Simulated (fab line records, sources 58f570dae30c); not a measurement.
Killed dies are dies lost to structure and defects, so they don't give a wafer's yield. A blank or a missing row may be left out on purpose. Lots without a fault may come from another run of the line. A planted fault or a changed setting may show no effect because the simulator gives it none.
fab line records | flow berkeley_cmos170 | part 1 of 2: steps 1 to 31 of 44
record lots=5 wafers=15 last_day=11
route steps=331 shown PWELL@46 WELLDRIVE@55 ACTIVE@60 PFIELD@79 FIELD@89
lots that met no fault: from a run of the same line without faults
start_h: hours from the record's first day to the start of the lot's first wafer shown | wait_h: hours since the lot's step before | " the same as in the row above | L1.1+2: a row that stands for several wafers | - no value, or no start given | * or withheld: withheld | < > ~ a bound
route shown NAME@n: a module of which the file shows steps, and the number in the route of the first | usual: mean/standard deviation of fault-free wafers | same: alike in all rows | chamber/n: place in a boat | sites: the reading at each site | _std_site: their standard deviation | _edge_site: outer sites' mean less inner sites' | radius_mm: how far each site lies from the wafer's centre | mask NAME#n: copy n | behind: the tool/chamber that last shaped the wafer | hold: why the lot was held/for how many hours/how that ended | device: the transistor (n, p or np) that didn't switch | end of line: the same wafers' tests at the end of the route | a step without rows: its recipe alone | killed: dies lost to structure and defects at the first sort, not the wafer's yield | map: a wafer's dies, x killed, . not, _ none there
set.NAME: the setting as run; set.NAME@STEP: as run at that earlier step | model.NAME: the simulator's own value behind a step, which no gauge read
lots at some steps of the route; a table a step, a row a wafer
services: from which hour (start_h, from the record's first day; less than 0 if before it) a tool's chamber was out of use, for how many hours, and why
## steps
# step UCB170_PWELL_DEVELOP_12
# recipe developer=TMAH develop_time_s=45 resist=KrF dev_temp_c=21
# columns lot.wafer tool chamber start_h wait_h
L079.1+3+6 litho_track-02 0 - -
L083.1+2+6 litho_track-03 0 - -
L084.1+3+5 litho_track-04 0 - -
L086.1+4+5 litho_track-02 0 - -
L090.1+2+4 litho_track-04 0 - -
# step UCB170_PWELL_OVL_MEAS_13
# usual PWELL_OVL=3/5.7
# columns lot.wafer tool chamber start_h wait_h PWELL_OVL[nm]
L079.1 overlay-01 - 81.73 - 2
L079.3 " - " " 0
L079.6 " - " " 9
L083.1 overlay-02 - 105.45 - 3
L083.2 " - " " 14
L083.6 " - " " 6
L084.1 overlay-01 - 105.96 - 1
L084.3 " - " " 3
L084.5 " - " " 8
L086.1 overlay-02 - 114.84 - 2
L086.4 " - " " 7
L086.5 " - " " 4
L090.1 overlay-02 - 134.74 - 5
L090.2 " - " " 0
L090.4 " - " " 5
# step UCB170_PWELL_ETCH_14
# recipe chemistry=CH3F/Ar/O2 target=Si3N4 stop_on=SiO2 CH3F_flow_sccm=20 Ar_flow_sccm=50 O2_flow_sccm=7 pressure_mtorr=50 rf_w=450 target_depth_a=2420 over_etch_frac=0.1 time_s=151
# usual drypump_motor_current_A=5.7/0.51 oes_product_au=0.948/0.011 rf_fwd_power_W=448.0/1.5 throttle_valve_pct=8.07/0.11
# same time_s=151
# columns lot.wafer tool chamber start_h wait_h drypump_motor_current_A oes_product_au rf_fwd_power_W rf_hours_counter_h throttle_valve_pct
L079.1 rie_diel-02 3 81.77 0.0 5.8 0.962 447.0 164 8.10
L079.3 " 1 " " 5.0 0.948 447.8 57 8.01
L079.6 " 3 " " 5.8 0.957 448.4 - 8.09
L083.1 rie_diel-03 3 105.49 0.0 6.4 0.936 449.5 47 8.03
L083.2 " 1 " " 5.2 0.943 448.2 5 8.10
L083.6 " 1 " " 5.2 0.955 447.8 - 8.09
L084.1 rie_diel-02 2 106.00 0.0 5.1 0.946 448.3 13 8.14
L084.3 " 0 " " 5.9 0.969 447.8 10 8.22
L084.5 " 1 " " 5.0 0.953 447.3 - 8.01
L086.1 rie_diel-03 3 114.88 0.0 6.4 0.941 446.4 48 8.02
L086.4 " 0 " " 4.7 0.949 449.4 110 8.17
L086.5 " 0 " " 4.7 0.936 447.6 - 8.17
L090.1 rie_diel-02 3 134.77 0.0 5.8 0.954 448.5 1 8.13
L090.2 " 2 " " 5.0 0.934 449.8 14 8.14
L090.4 " 0 " " 5.9 0.950 449.4 12 8.23
# step UCB170_PWELL_IMPLANT_15
# recipe species=B dose_cm2=5e+12 energy_kev=60 tilt_deg=7
# usual end_station_pressure_torr=5.01e-06/2.9e-07
# columns lot.wafer tool chamber start_h wait_h end_station_pressure_torr
L079.1 implanter-01 0 81.87 0.1 5.09e-06
L079.3 " 0 " " 5.07e-06
L079.6 " 0 " " 5.1e-06
L083.1 implanter-01 0 105.59 0.1 4.48e-06
L083.2 " 0 " " 5.19e-06
L083.6 " 0 " " 4.6e-06
L084.1 implanter-04 0 106.10 0.1 5.39e-06
L084.3 " 0 " " 4.79e-06
L084.5 " 0 " " 4.72e-06
L086.1 implanter-03 0 114.98 0.1 4.76e-06
L086.4 " 0 " " 4.9e-06
L086.5 " 0 " " 5.29e-06
L090.1 implanter-03 0 134.88 0.1 4.74e-06
L090.2 " 0 " " 5.11e-06
L090.4 " 0 " " 4.88e-06
# step UCB170_PWELL_STRIP_16
# recipe chemistry=O2 power_w=400 pressure_mtorr=3500 platen_temp_c=withheld o2_flow_sccm=400 overash_fraction=0.5
# usual drypump_motor_current_A=6.1/0.43 oes_product_au=0.721/0.0045 strip_time_to_endpoint_s=18.10/0.091
# columns lot.wafer tool chamber start_h wait_h drypump_motor_current_A oes_product_au rf_hours_counter_h strip_time_to_endpoint_s
L079.1 plasma_asher-02 0 82.02 0.1 6.7 0.716 34 17.99
L079.3 " 1 " " 6.1 0.723 - 18.15
L079.6 " 0 " " 6.7 0.717 - 18.01
L083.1 plasma_asher-03 0 105.74 0.1 5.8 0.721 39 18.16
L083.2 " 1 " " 6.2 0.721 39 18.14
L083.6 " 1 " " 6.2 0.724 - 18.12
L084.1 plasma_asher-02 0 106.25 0.1 6.7 0.722 38 18.22
L084.3 " 0 " " 6.7 0.717 - 18.07
L084.5 " 0 " " 6.7 0.727 - 18.09
L086.1 plasma_asher-02 1 115.14 0.1 6.1 0.717 39 18.18
L086.4 " 1 " " 6.1 0.713 - 18.16
L086.5 " 0 " " 6.7 0.724 - 18.08
L090.1 plasma_asher-03 1 135.03 0.1 6.2 0.721 2 18.03
L090.2 " 0 " " 5.9 0.726 2 18.25
L090.4 " 1 " " 6.2 0.715 - 18.04
# step UCB170_PWELL_TW_MEAS_17
# usual PWELL_TW=382/3.6
# columns lot.wafer tool chamber start_h wait_h PWELL_TW
L079.1 film_metro-03 - 82.12 0.1 378
L079.3 " - " " 378
L079.6 " - " " 376
L083.1 film_metro-04 - 105.84 0.1 385
L083.2 " - " " 386
L083.6 " - " " 385
L084.1 film_metro-02 - 106.35 0.1 379
L084.3 " - " " 380
L084.5 " - " " 381
L086.1 film_metro-02 - 115.24 0.1 379
L086.4 " - " " 380
L086.5 " - " " 381
L090.1 film_metro-04 - 135.27 0.2 388
L090.2 " - " " 387
L090.4 " - " " 387
# step UCB170_PWELL_CLEAN_18
# recipe chemistry=SPM temp_c=120 time_s=600
# same time_s=600
# columns lot.wafer tool chamber start_h wait_h
L079.1+3+6 wet_bench-01 3 82.18 0.1
L083.1+2+6 wet_bench-02 2 105.90 0.1
L084.1+3+5 wet_bench-03 3 106.90 0.5
L086.1+4+5 wet_bench-02 0 115.30 0.1
L090.1+2+4 wet_bench-03 2 135.33 0.1
# step UCB170_PWELL_WET_ETCH_19
# recipe chemistry=H3PO4 target=Si3N4 temp_c=160 time_s=14400
# same time_s=14400
# columns lot.wafer tool chamber start_h wait_h
L079.1+3+6 wet_bench-01 1 82.35 0.0
L083.1+2+6 wet_bench-02 2 106.08 0.0
L084.1+3+5 wet_bench-03 2 107.25 0.2
L086.1+4+5 wet_bench-02 3 115.50 0.0
L090.1+2+4 wet_bench-02 1 135.52 0.0
# step UCB170_PWELL_WET_ETCH_20
# recipe chemistry=BOE dilution=5:1 target=SiO2 temp_c=25 time_s=22
# same time_s=22
# columns lot.wafer tool chamber start_h wait_h
L079.1+3+6 wet_bench-02 2 86.37 0.0
L083.1+2+6 wet_bench-01 0 110.08 0.0
L084.1+3+5 wet_bench-01 2 111.26 0.0
L086.1+4+5 wet_bench-03 1 119.88 0.0
L090.1+2+4 wet_bench-03 2 139.53 0.0
# step UCB170_WELLDRIVE_CLEAN_00
# recipe chemistry=SPM temp_c=120 time_s=600
# same time_s=600
# columns lot.wafer tool chamber start_h wait_h
L079.1+3+6 wet_bench-02 1 86.39 0.0
L083.1+2+6 wet_bench-02 1 110.10 0.0
L084.1+3+5 wet_bench-03 0 111.28 0.0
L086.1+4+5 wet_bench-01 2 119.89 0.0
L090.1+2+4 wet_bench-02 3 139.55 0.0
# step UCB170_WELLDRIVE_OXIDATION_01
# recipe temp_c=1100 ambient=O2 target_thk_a=1990 ox_time_s=9000
# usual ox_temp_c=1100.0/0.47
# columns lot.wafer tool chamber start_h wait_h ox_temp_c
L079.1 furnace-02 0 88.65 2.1 1101.2
L079.3 " 0 " " 1099.7
L079.6 " 0 " " 1100.7
L083.1 furnace-02 0 115.02 4.7 1100.5
L083.2 " 0 " " 1100.3
L083.6 " 0 " " 1099.9
L084.1 furnace-02 0 115.02 3.6 1099.3
L084.3 " 0 " " 1100.2
L084.5 " 0 " " 1100.5
L086.1 furnace-04 0 124.19 4.1 1100.8
L086.4 " 0 " " 1100.5
L086.5 " 0 " " 1100.4
L090.1 furnace-01 0 142.98 3.2 1099.9
L090.2 " 0 " " 1099.7
L090.4 " 0 " " 1099.8
# step UCB170_WELLDRIVE_THK_MEAS_02
# recipe reads=SiO2_of_WELLDRIVE_OXIDATION_01
# usual WELLDRIVE_OXIDE_THK=197/5
# columns lot.wafer tool chamber start_h wait_h WELLDRIVE_OXIDE_THK[nm]
L079.1 film_metro-04 - 92.15 0.0 192
L079.3 " - " " 192
L079.6 " - " " 190
L083.1 film_metro-02 - 118.52 0.0 197
L083.2 " - " " 197
L083.6 " - " " 196
L084.1 film_metro-01 - 118.52 0.0 195
L084.3 " - " " 195
L084.5 " - " " 197
L086.1 film_metro-04 - 127.69 0.0 196
L086.4 " - " " 196
L086.5 " - " " 199
L090.1 film_metro-02 - 146.48 0.0 205
L090.2 " - " " 204
L090.4 " - " " 205
# step UCB170_WELLDRIVE_ANNEAL_03
# recipe temp_c=1100 time_s=900 ambient=N2
# same time_s=900
# columns lot.wafer tool chamber start_h wait_h
L079.1+3+6 furnace-04 0 94.81 2.6
L083.1+2+6 furnace-04 0 121.27 2.7
L084.1+3+5 furnace-04 0 121.27 2.7
L086.1+4+5 furnace-04 0 133.12 5.4
L090.1+2+4 furnace-02 0 151.37 4.9
# step UCB170_WELLDRIVE_WET_ETCH_04
# recipe chemistry=BOE dilution=5:1 target=SiO2 temp_c=25 time_s=120
# same time_s=120
# columns lot.wafer tool chamber start_h wait_h
L079.1+3+6 wet_bench-02 0 96.06 0.0
L083.1+2+6 wet_bench-02 0 122.67 0.1
L084.1+3+5 wet_bench-02 2 122.67 0.1
L086.1+4+5 wet_bench-02 2 134.37 0.0
L090.1+2+4 wet_bench-03 0 152.62 0.0
# step UCB170_ACTIVE_CLEAN_00
# recipe chemistry=SPM temp_c=120 time_s=600
# same time_s=600
# columns lot.wafer tool chamber start_h wait_h
L079.1+3+6 wet_bench-03 0 96.10 0.0
L083.1+2+6 wet_bench-02 0 122.89 0.2
L084.1+3+5 wet_bench-02 1 122.89 0.2
L086.1+4+5 wet_bench-02 3 134.42 0.0
L090.1+2+4 wet_bench-03 2 152.66 0.0
# step UCB170_ACTIVE_CLEAN_01
# recipe chemistry=dHF dilution=25:1 time_s=60
# same time_s=60
# columns lot.wafer tool chamber start_h wait_h
L079.1+3+6 wet_bench-03 2 96.27 0.0
L083.1+2+6 wet_bench-02 3 123.06 0.0
L084.1+3+5 wet_bench-02 0 123.06 0.0
L086.1+4+5 wet_bench-02 2 134.59 0.0
L090.1+2+4 wet_bench-03 3 153.01 0.2
# step UCB170_ACTIVE_OXIDATION_02
# recipe temp_c=1000 ambient=O2 target_thk_a=264 ox_time_s=1260
# usual ox_temp_c=1000.0/0.42
# columns lot.wafer tool chamber start_h wait_h ox_temp_c
L079.1 furnace-01 0 100.48 4.2 1000.4
L079.3 " 0 " " 1000.8
L079.6 " 0 " " 1000.9
L083.1 furnace-01 0 127.76 4.7 999.7
L083.2 " 0 " " 1000.0
L083.6 " 0 " " 999.4
L084.1 furnace-01 0 127.76 4.7 1000.6
L084.3 " 0 " " 999.8
L084.5 " 0 " " 999.6
L086.1 furnace-02 0 139.40 4.8 1000.3
L086.4 " 0 " " 999.5
L086.5 " 0 " " 999.6
L090.1 furnace-02 0 156.81 3.8 1000.0
L090.2 " 0 " " 1000.0
L090.4 " 0 " " 1000.1
# step UCB170_ACTIVE_THK_MEAS_03
# recipe reads=SiO2_of_ACTIVE_OXIDATION_02
# usual ACTIVE_OXIDE_THK=26.3/0.45
# columns lot.wafer tool chamber start_h wait_h ACTIVE_OXIDE_THK[nm]
L079.1 film_metro-02 - 101.83 0.0 26.1
L079.3 " - " " 25.9
L079.6 " - " " 26.1
L083.1 film_metro-01 - 129.11 0.0 26.2
L083.2 " - " " 26.2
L083.6 " - " " 25.8
L084.1 film_metro-02 - 129.11 0.0 26.4
L084.3 " - " " 26.1
L084.5 " - " " 26.1
L086.1 film_metro-02 - 140.77 0.0 25.9
L086.4 " - " " 26.4
L086.5 " - " " 25.9
L090.1 film_metro-01 - 158.16 0.0 25.7
L090.2 " - " " 25.8
L090.4 " - " " 26.2
# step UCB170_ACTIVE_ANNEAL_04
# recipe temp_c=1000 time_s=900 ambient=N2
# same time_s=900
# columns lot.wafer tool chamber start_h wait_h
L079.1+3+6 furnace-02 0 105.32 3.5
L083.1+2+6 furnace-02 0 133.74 4.6
L084.1+3+5 furnace-02 0 133.74 4.6
L086.1+4+5 furnace-02 0 147.12 6.3
L090.1+2+4 furnace-01 0 162.66 4.5
# step UCB170_ACTIVE_CVD_05
# recipe material=Si3N4 target_thk_nm=220 temp_c=800 precursor=SiH2Cl2/NH3 time_s=3300 pressure_mtorr=200 sih2cl2_flow_sccm=25 nh3_flow_sccm=75
# same time_s=3300
# columns lot.wafer tool chamber start_h wait_h
L079.1+3+6 lpcvd-02 0 109.46 2.9
L083.1+2+6 lpcvd-01 0 134.99 0.0
L084.1+3+5 lpcvd-01 0 134.99 0.0
L086.1+4+5 lpcvd-01 0 148.37 0.0
L090.1+2+4 lpcvd-01 1 163.91 0.0
# step UCB170_ACTIVE_THK_MEAS_06
# recipe reads=Si3N4_of_ACTIVE_CVD_05
# usual ACTIVE_NITRIDE_THK=219.8/2.1
# columns lot.wafer tool chamber start_h wait_h ACTIVE_NITRIDE_THK[nm]
L079.1 film_metro-02 - 111.37 0.0 216.4
L079.3 " - " " 217.8
L079.6 " - " " 216.7
L083.1 film_metro-02 - 136.90 0.0 223.4
L083.2 " - " " 223.8
L083.6 " - " " 222.1
L084.1 film_metro-01 - 136.90 0.0 219.8
L084.3 " - " " 221.1
L084.5 " - " " 224.0
L086.1 film_metro-03 - 150.29 0.0 218.8
L086.4 " - " " 220.1
L086.5 " - " " 219.2
L090.1 film_metro-02 - 165.83 0.0 219.6
L090.2 " - " " 220.3
L090.4 " - " " 219.8
# step UCB170_ACTIVE_HMDS_07
# recipe prime_time_s=60 prime_temp_c=100
# columns lot.wafer tool chamber start_h wait_h
L079.1+3+6 litho_track-02 0 111.77 0.4
L083.1+2+6 litho_track-01 0 136.96 0.1
L084.1+3+5 litho_track-04 0 136.96 0.1
L086.1+4+5 litho_track-01 0 150.47 0.2
L090.1+2+4 litho_track-04 0 165.89 0.1
# step UCB170_ACTIVE_COAT_08
# recipe resist=KrF spin_rpm=1500 resist_thk_nm=900
# columns lot.wafer tool chamber start_h wait_h
L079.1+3+6 litho_track-02 0 111.92 0.1
L083.1+2+6 litho_track-01 0 137.11 0.1
L084.1+3+5 litho_track-04 0 137.11 0.1
L086.1+4+5 litho_track-01 0 150.62 0.1
L090.1+2+4 litho_track-04 0 166.04 0.1
# step UCB170_ACTIVE_SOFTBAKE_09
# recipe resist=KrF temp_c=130 time_s=60
# same time_s=60
# columns lot.wafer tool chamber start_h wait_h
L079.1+3+6 litho_track-02 0 112.07 0.1
L083.1+2+6 litho_track-01 0 137.26 0.1
L084.1+3+5 litho_track-04 0 137.26 0.1
L086.1+4+5 litho_track-01 0 150.77 0.1
L090.1+2+4 litho_track-04 0 166.19 0.1
# step UCB170_ACTIVE_EXPOSE_10
# recipe mask_id=ACTIVE target_cd_nm=1200 na=0.5 sigma_outer=0.6 source_shape=conventional dose_mj=20
# columns lot.wafer tool chamber start_h wait_h mask
L079.1+3+6 krf_scanner-01 0 112.34 0.2 ACTIVE#0
L084.1+3+5 krf_scanner-02 0 137.41 0.1 ACTIVE#0
L083.1+2+6 krf_scanner-02 0 137.53 0.2 ACTIVE#0
L086.1+4+5 krf_scanner-02 0 151.04 0.2 ACTIVE#0
L090.1+2+4 krf_scanner-01 0 166.34 0.1 ACTIVE#0
# step UCB170_ACTIVE_PEB_11
# recipe peb_temp_c=130 peb_time_s=withheld resist=KrF
# columns lot.wafer tool chamber start_h wait_h
L079.1+3+6 litho_track-01 0 112.46 0.1
L083.1+2+6 litho_track-02 0 137.86 0.3
L084.1+3+5 litho_track-04 0 137.86 0.4
L086.1+4+5 litho_track-04 0 151.16 0.1
L090.1+2+4 litho_track-01 0 166.45 0.1
# step UCB170_ACTIVE_DEVELOP_12
# recipe developer=TMAH develop_time_s=45 resist=KrF dev_temp_c=21
# columns lot.wafer tool chamber start_h wait_h
L079.1+3+6 litho_track-01 0 - -
L083.1+2+6 litho_track-02 0 - -
L084.1+3+5 litho_track-04 0 - -
L086.1+4+5 litho_track-04 0 - -
L090.1+2+4 litho_track-01 0 - -
# step UCB170_ACTIVE_CD_MEAS_13
# recipe target_cd_nm=1200
# usual cd_nm=1200.4/1.3
# columns lot.wafer tool chamber start_h wait_h cd_nm
L079.1 cd_sem-02 - 112.74 - 1199.9
L079.3 " - " " 1201.3
L079.6 " - " " 1199.7
L083.1 cd_sem-01 - 138.14 - 1199.9
L083.2 " - " " 1201.0
L083.6 " - " " 1200.4
L084.1 cd_sem-02 - 138.14 - 1198.1
L084.3 " - " " 1199.2
L084.5 " - " " 1197.7
L086.1 cd_sem-02 - 151.43 - 1201.3
L086.4 " - " " 1202.8
L086.5 " - " " 1204.3
L090.1 cd_sem-02 - 166.73 - 1201.8
L090.2 " - " " 1201.6
L090.4 " - " " 1202.3
# step UCB170_ACTIVE_OVL_MEAS_14
# usual ACTIVE_OVL=2/4.8
# columns lot.wafer tool chamber start_h wait_h ACTIVE_OVL[nm]
L079.1 overlay-02 - 112.86 0.1 3
L079.3 " - " " 4
L079.6 " - " " 5
L083.1 overlay-02 - 138.26 0.1 -1
L083.2 " - " " 1
L083.6 " - " " 0
L084.1 overlay-01 - 138.26 0.1 2
L084.3 " - " " 7
L084.5 " - " " 9
L086.1 overlay-02 - 151.55 0.1 5
L086.4 " - " " 7
L086.5 " - " " 7
L090.1 overlay-02 - 166.85 0.1 5
L090.2 " - " " -2
L090.4 " - " " 2
# step UCB170_ACTIVE_ETCH_15
# recipe chemistry=CH3F/Ar/O2 target=Si3N4 stop_on=SiO2 CH3F_flow_sccm=20 Ar_flow_sccm=50 O2_flow_sccm=7 pressure_mtorr=50 rf_w=450 target_depth_a=2420 over_etch_frac=0.1 time_s=151
# usual drypump_motor_current_A=5.7/0.43 oes_product_au=0.944/0.015 rf_fwd_power_W=448.4/1.3 throttle_valve_pct=7.99/0.14
# same time_s=151
# columns lot.wafer tool chamber start_h wait_h drypump_motor_current_A oes_product_au rf_fwd_power_W rf_hours_counter_h throttle_valve_pct
L079.1 rie_diel-04 1 112.89 0.0 4.9 0.926 451.3 33 7.80
L079.3 " 0 " " 5.7 0.928 446.6 7 7.86
L079.6 " 0 " " 5.7 0.915 447.9 - 7.85
L083.1 rie_diel-04 0 138.29 0.0 5.7 0.940 448.8 8 7.85
L083.2 " 3 " " 6.3 0.937 448.3 16 8.05
L083.6 " 0 " " 5.7 0.938 445.7 - 7.86
L084.1 rie_diel-02 0 138.29 0.0 5.8 0.969 448.5 12 8.23
L084.3 " 1 " " 5.0 0.948 446.2 59 8.02
L084.5 " 0 " " 5.8 0.971 449.0 - 8.23
L086.1 rie_diel-01 0 151.59 0.0 6.1 0.945 449.6 110 7.83
L086.4 " 1 " " 6.1 0.960 449.1 86 8.10
L086.5 " 0 " " 6.1 0.946 451.7 - 7.82
L090.1 rie_diel-04 1 166.89 0.0 5.0 0.933 451.8 35 7.79
L090.2 " 0 " " 5.7 0.924 449.4 10 7.84
L090.4 " 3 " " 6.3 0.934 448.8 18 8.06
# step UCB170_ACTIVE_STRIP_16
# recipe chemistry=O2 power_w=400 pressure_mtorr=3500 platen_temp_c=withheld o2_flow_sccm=400 overash_fraction=0.5
# usual drypump_motor_current_A=5.6/0.42 oes_product_au=0.721/0.0051 strip_time_to_endpoint_s=18.12/0.082
# columns lot.wafer tool chamber start_h wait_h drypump_motor_current_A oes_product_au rf_hours_counter_h strip_time_to_endpoint_s
L079.1 plasma_asher-01 1 112.99 0.1 5.2 0.722 31 18.12
L079.3 " 1 " " 5.2 0.718 - 18.13
L079.6 " 0 " " 5.7 0.725 - 18.09
L084.1 plasma_asher-04 0 138.39 0.1 5.4 0.724 39 18.07
L084.3 " 0 " " 5.4 0.727 - 18.21
L084.5 " 0 " " 5.4 0.715 - 18.09
L083.1 plasma_asher-01 0 138.44 0.1 5.7 0.724 34 18.20
L083.2 " 1 " " 5.2 0.724 34 18.28
L083.6 " 1 " " 5.2 0.720 - 18.24
L086.1 plasma_asher-04 1 151.69 0.1 5.3 0.710 41 17.91
L086.4 " 1 " " 5.3 0.721 - 17.92
L086.5 " 1 " " 5.3 0.719 - 17.97
L090.1 plasma_asher-02 1 166.99 0.1 6.1 0.727 45 18.15
L090.2 " 0 " " 6.7 0.728 45 18.16
L090.4 " 0 " " 6.7 0.721 - 18.14
